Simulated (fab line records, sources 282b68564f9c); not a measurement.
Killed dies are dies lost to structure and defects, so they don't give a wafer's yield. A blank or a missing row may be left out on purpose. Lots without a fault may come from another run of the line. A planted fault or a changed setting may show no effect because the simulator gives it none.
Which tool did it? | flow rit_cmos | 15 lots, 45 wafers sampled, at 2 steps of a route of 202

WHAT THE GAUGES READ, wafer by wafer
The record holds no reading of a measuring or inspecting step that can be judged against a usual standard deviation.

WHICH TOOL RAN EACH LOT (tool, then ch and the chambers of the sampled wafers, then the start)
lot  | RIT_REOX_OXIDATION_03        | RIT_M1_PROBE_99
L217 | furnace-01 ch 0, day 3 00:16 | -
L218 | furnace-01 ch 0, day 3 04:45 | -
L220 | furnace-01 ch 0, day 3 13:19 | -
L221 | furnace-03 ch 0, day 3 16:44 | -
L222 | furnace-01 ch 0, day 3 20:43 | -
L223 | furnace-01 ch 0, day 3 23:29 | -
L232 | furnace-04 ch 0, day 6 04:16 | -
L233 | furnace-01 ch 0, day 6 11:15 | prober-02, day 7 07:16
L234 | furnace-01 ch 0, day 6 18:55 | -
L235 | furnace-03 ch 0, day 6 18:59 | -
L236 | furnace-01 ch 0, day 6 23:24 | -
L237 | furnace-01 ch 0, day 6 23:24 | -
L238 | furnace-04 ch 0, day 7 07:10 | -
L239 | furnace-01 ch 0, day 7 12:37 | -
L240 | furnace-01 ch 0, day 7 15:15 | -
- RIT_REOX_OXIDATION_03: target thk 25.2 nm, ox time 5580 s.
- RIT_M1_PROBE_99

WHAT THE TOOLS THEMSELVES READ (means of the sampled wafers that have a number; where no wafer has one, the mark that the record gives instead)
RIT_REOX_OXIDATION_03. Usual: spike_tc_centre_C 902.0 C, standard deviation 1.5; zone_power_centre_pct 45.0 %, standard deviation 2.5.
lot  | tool       | spike_tc_centre_C (C) | zone_power_centre_pct (%) | flag
L217 | furnace-01 | 901.5                 | 46.9                      |
L218 | furnace-01 | 900.7                 | 47.1                      |
L220 | furnace-01 | 913.7                 | 53.4                      | OFF
L221 | furnace-03 | 903.6                 | 42.4                      |
L222 | furnace-01 | 912.1                 | 52.5                      | OFF
L223 | furnace-01 | 913.5                 | 52.9                      | OFF
L232 | furnace-04 | 903.7                 | 42.2                      |
L233 | furnace-01 | 901.0                 | 47.5                      |
L234 | furnace-01 | 900.4                 | 47.2                      |
L235 | furnace-03 | 903.0                 | 42.1                      |
L236 | furnace-01 | 900.7                 | 46.8                      |
L237 | furnace-01 | 900.9                 | 47.3                      |
L238 | furnace-04 | 902.9                 | 42.1                      |
L239 | furnace-01 | 900.9                 | 47.1                      |
L240 | furnace-01 | 900.9                 | 47.1                      |

RIT_M1_PROBE_99. Usual: killed_at_contacts 0.1, standard deviation 0.25; killed_at_front_end 7, standard deviation 3.2; killed_dies 7, standard deviation 3.2; killed_open 3.5, standard deviation 2.2; killed_short 3.6, standard deviation 2.1.
lot  | tool      | killed_at_contacts | killed_at_front_end | killed_dies | killed_open | killed_short | flag
L233 | prober-02 | 0.0                | 12                  | 12          | 6.0         | 5.7          |

THE ANSWER, worked out from the rows above alone
Rule: a lot is off if the mean of its wafers that have a number lies more than 3 standard deviations from the usual mean. A lot without any number at a reading at which 4 lots or more have one is off too. The other lots that the step has rows for count as sound. The gauges are gone through in route order, then the tools' own readings, and for those a lot's mean is taken as printed above. The first step at which some lot is off is used, and at that step the reading that is off furthest; a lot without a number counts as furthest.
Off: L220, L222, L223, at RIT_REOX_OXIDATION_03 (spike_tc_centre_C).
A tool fits if, at that step or a process step before it, it ran every lot that is off, and no sound lot after the first of them. None of those tried fits.

WHAT THE SIMULATOR HAD PUT IN
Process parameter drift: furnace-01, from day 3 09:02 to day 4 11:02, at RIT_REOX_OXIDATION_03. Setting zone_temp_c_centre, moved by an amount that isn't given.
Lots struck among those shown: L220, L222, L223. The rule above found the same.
